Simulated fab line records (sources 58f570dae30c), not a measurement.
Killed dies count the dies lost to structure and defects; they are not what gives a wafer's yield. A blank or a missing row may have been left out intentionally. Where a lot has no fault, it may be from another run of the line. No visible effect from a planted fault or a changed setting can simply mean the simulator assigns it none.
The tool behind it: which one? + flow berkeleyCmos170 + route of 331 steps, sampled at 1 step: 7 lots, 21 wafers

WHAT THE GAUGES SHOWED, per wafer
UCB170_START_BOW_MEAS_00.
| lot  | measured    | on           | INCOMING_BOW (um) |
|------|-------------|--------------|-------------------|
| L270 | day 1 15:00 | filmMetro-01 | -6 21 -7          |
| L274 | day 2 11:01 | filmMetro-03 | -7 -2 6           |
| L276 | day 2 21:00 | filmMetro-03 | 5 -4 0            |
| L281 | day 3 22:02 | filmMetro-02 | 3 -2 -1           |
| L286 | day 4 23:00 | filmMetro-01 | 1 3 3             |
| L288 | day 5 09:01 | filmMetro-02 | -4 -1 9           |
| L292 | day 6 05:00 | filmMetro-01 | 16 2 -1           |

EACH LOT AND THE TOOL THAT RAN IT (in order: tool; ch and the chambers of the sampled wafers; start)
No process step before these readings appears in the record.

THE ANSWER, worked out from the rows above alone
Rule: the lots themselves supply what counts as usual. Put in order of their means at a reading, lots are off if they are a third of the lots or fewer, leave a main group of 4 or more, and stand apart from it by a gap of 3 or more times the standard deviation of the main group's means; of several such gaps the widest counts. A main group is skipped when, at the precision printed for the reading in the tables above, its means are all equal. A lot without any number at a reading at which 4 lots or more have one is off too. Any other lot the step has rows for is counted as sound.
Across all readings shown, no lot is off: no conclusion can be drawn from this.

WHAT THE SIMULATOR HAD INSERTED
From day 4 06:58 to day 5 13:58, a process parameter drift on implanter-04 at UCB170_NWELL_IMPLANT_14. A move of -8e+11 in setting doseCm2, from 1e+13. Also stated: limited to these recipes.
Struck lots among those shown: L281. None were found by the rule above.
